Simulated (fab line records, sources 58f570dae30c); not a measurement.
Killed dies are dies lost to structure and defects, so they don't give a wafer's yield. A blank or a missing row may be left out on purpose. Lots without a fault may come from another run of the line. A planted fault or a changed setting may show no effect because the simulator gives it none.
fab line records | flow berkeley_cmos170
record lots=14 wafers=42 last_day=13
route steps=331 shown PLDD@148
lots that met no fault: from a run of the same line without faults
start_h: hours from the record's first day to the start of the lot's first wafer shown | wait_h: hours since the lot's step before | " the same as in the row above | L1.1+2: a row that stands for several wafers | - no value, or no start given | * or withheld: withheld | < > ~ a bound
route shown NAME@n: a module of which the file shows steps, and the number in the route of the first | usual: mean/standard deviation of fault-free wafers | same: alike in all rows | chamber/n: place in a boat | sites: the reading at each site | _std_site: their standard deviation | _edge_site: outer sites' mean less inner sites' | radius_mm: how far each site lies from the wafer's centre | mask NAME#n: copy n | behind: the tool/chamber that last shaped the wafer | hold: why the lot was held/for how many hours/how that ended | device: the transistor (n, p or np) that didn't switch | end of line: the same wafers' tests at the end of the route | a step without rows: its recipe alone | killed: dies lost to structure and defects at the first sort, not the wafer's yield | map: a wafer's dies, x killed, . not, _ none there
set.NAME: the setting as run; set.NAME@STEP: as run at that earlier step | model.NAME: the simulator's own value behind a step, which no gauge read
steps of the route over a sample of lots; a table a step, a row a wafer
services: from which hour (start_h, from the record's first day; less than 0 if before it) a tool's chamber was out of use, for how many hours, and why
## steps
# step UCB170_PLDD_EXPOSE_03
# recipe mask_id=PSELECT na=0.5 sigma_outer=0.6 source_shape=conventional target_cd_nm=1200 dose_mj=30
# usual exposure_dose_mJ_cm2=29.97/0.031 reticle_temp_C=23.00/0.12
# columns lot.wafer tool chamber start_h wait_h mask exposure_dose_mJ_cm2 reticle_temp_C
L786.2 krf_scanner-02 0 151.83 0.4 PSELECT#0 29.96 23.09
L786.4 " 0 " " PSELECT#0 30.02 23.02
L786.6 " 0 " " PSELECT#0 29.98 22.94
L787.1 krf_scanner-02 0 152.30 0.1 PSELECT#0 29.99 23.20
L787.3 " 0 " " PSELECT#0 29.97 23.08
L787.4 " 0 " " PSELECT#0 30.01 23.12
L788.2 krf_scanner-02 0 165.14 0.3 PSELECT#0 29.96 23.16
L788.4 " 0 " " PSELECT#0 29.99 22.98
L788.5 " 0 " " PSELECT#0 30.03 22.84
L790.3 krf_scanner-01 0 165.40 0.4 PSELECT#0 29.95 22.87
L790.5 " 0 " " PSELECT#0 29.98 23.04
L790.6 " 0 " " PSELECT#0 29.97 22.83
L791.2 krf_scanner-01 0 179.83 0.1 PSELECT#0 29.97 22.87
L791.3 " 0 " " PSELECT#0 29.92 22.93
L791.6 " 0 " " PSELECT#0 29.99 23.04
L794.1 krf_scanner-01 0 186.27 0.1 PSELECT#0 29.94 23.18
L794.2 " 0 " " PSELECT#0 29.98 23.04
L794.3 " 0 " " PSELECT#0 30.00 23.22
L792.3 krf_scanner-01 0 186.59 0.1 PSELECT#0 29.96 23.08
L792.4 " 0 " " PSELECT#0 29.95 23.11
L792.5 " 0 " " PSELECT#0 29.97 23.15
L793.3 krf_scanner-02 0 186.89 0.2 PSELECT#0 29.97 22.98
L793.4 " 0 " " PSELECT#0 30.04 23.14
L793.5 " 0 " " PSELECT#0 29.98 23.09
L796.1 krf_scanner-01 0 198.60 0.3 PSELECT#0 29.97 23.03
L796.4 " 0 " " PSELECT#0 30.02 23.14
L796.5 " 0 " " PSELECT#0 29.98 23.04
L798.1 krf_scanner-02 0 216.67 0.2 PSELECT#0 28.19 23.21
L798.2 " 0 " " PSELECT#0 28.21 23.12
L798.4 " 0 " " PSELECT#0 28.17 22.97
L800.2 krf_scanner-02 0 217.38 0.2 PSELECT#0 28.55 22.88
L800.3 " 0 " " PSELECT#0 28.55 22.89
L800.5 " 0 " " PSELECT#0 28.56 22.88
L802.3 krf_scanner-01 0 230.53 0.2 PSELECT#0 29.90 22.96
L802.4 " 0 " " PSELECT#0 29.94 23.22
L802.6 " 0 " " PSELECT#0 29.92 22.96
L807.1 krf_scanner-01 0 252.96 0.2 PSELECT#0 29.94 22.92
L807.4 " 0 " " PSELECT#0 29.96 22.82
L807.6 " 0 " " PSELECT#0 29.96 22.93
L809.3 krf_scanner-01 0 259.82 0.1 PSELECT#0 29.97 22.97
L809.5 " 0 " " PSELECT#0 29.90 22.82
L809.6 " 0 " " PSELECT#0 29.95 22.99
# step UCB170_PLDD_CD_MEAS_06
# recipe target_cd_nm=1200
# usual cd_nm=1199.8/1.2
# columns lot.wafer tool chamber start_h wait_h cd_nm
L786.2 cd_sem-02 - 152.34 - 1199.3
L786.4 " - " " 1197.9
L786.6 " - " " 1198.8
L787.1 cd_sem-02 - 153.06 - 1199.2
L787.3 " - " " 1198.5
L787.4 " - " " 1199.9
L788.2 cd_sem-01 - 165.53 - 1203.4
L788.4 " - " " 1202.8
L788.5 " - " " 1202.0
L790.3 cd_sem-02 - 165.79 - 1199.4
L790.5 " - " " 1199.0
L790.6 " - " " 1198.7
L791.2 cd_sem-02 - 180.44 - 1200.8
L791.3 " - " " 1200.4
L791.6 " - " " 1200.0
L794.1 cd_sem-01 - 186.82 - 1200.3
L794.2 " - " " 1198.3
L794.3 " - " " 1199.6
L792.3 cd_sem-02 - 187.04 - 1200.6
L792.4 " - " " 1199.2
L792.5 " - " " 1199.7
L793.3 cd_sem-01 - 187.74 - 1197.2
L793.4 " - " " 1197.9
L793.5 " - " " 1197.4
L796.1 cd_sem-01 - 199.84 - 1201.2
L796.4 " - " " 1201.8
L796.5 " - " " 1201.2
L798.1 cd_sem-02 - 217.10 - 1188.2
L798.2 " - " " 1188.6
L798.4 " - " " 1187.0
L800.2 cd_sem-01 - 217.77 - 1192.1
L800.3 " - " " 1191.8
L800.5 " - " " 1192.8
L802.3 cd_sem-02 - 230.95 - 1199.5
L802.4 " - " " 1199.5
L802.6 " - " " 1198.7
L807.1 cd_sem-01 - 253.56 - 1200.5
L807.4 " - " " 1199.8
L807.6 " - " " 1200.0
L809.3 cd_sem-02 - 260.60 - 1202.1
L809.5 " - " " 1199.9
L809.6 " - " " 1202.1
## services
# columns tool chamber start_h hours kind
krf_scanner-01 - 131.25 4.4 repair
krf_scanner-01 - 135.60 0.8 pm
krf_scanner-02 - 136.44 1.3 pm
krf_scanner-01 - 146.15 7.2 pm
krf_scanner-01 - 171.27 1.3 pm
krf_scanner-01 0 179.65 - calibration
krf_scanner-02 - 211.18 1.0 pm
krf_scanner-01 - 222.00 1.0 pm
## key
first_sign step=UCB170_PLDD_EXPOSE_03 reading=exposure_dose_mJ_cm2 direction=down sigmas=52 usual=29.97 struck=28.37
effect step=UCB170_PLDD_CD_MEAS_06 reading=cd_nm direction=down sigmas=7.9 usual=1199.8 struck=1190.1 through=control_loop
met_at UCB170_PLDD_EXPOSE_03
struck_lots L798,L800
tester_left_out L798,L800
loop_trim step=UCB170_PLDD_EXPOSE_03 setting=dose lots=L800
onset_between 186.89 216.67
fault kind=process_parameter_drift tool=krf_scanner-02 chamber=- onset_h=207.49 steps=UCB170_PLDD_EXPOSE_03 channel=dose_mj offset=-1.8058 shape=step acts_in=these_recipes_only stated=30
# tester_left_out: of these lots the tester's yield and bins aren't shown, on N5 and GAA mostly nor the transistor test; their killed dies are dies lost to structure and defects alone, not to doping, threshold or leakage, so they don't give the yield
# loop_trim: a control loop set the setting to another value than it would have without faults
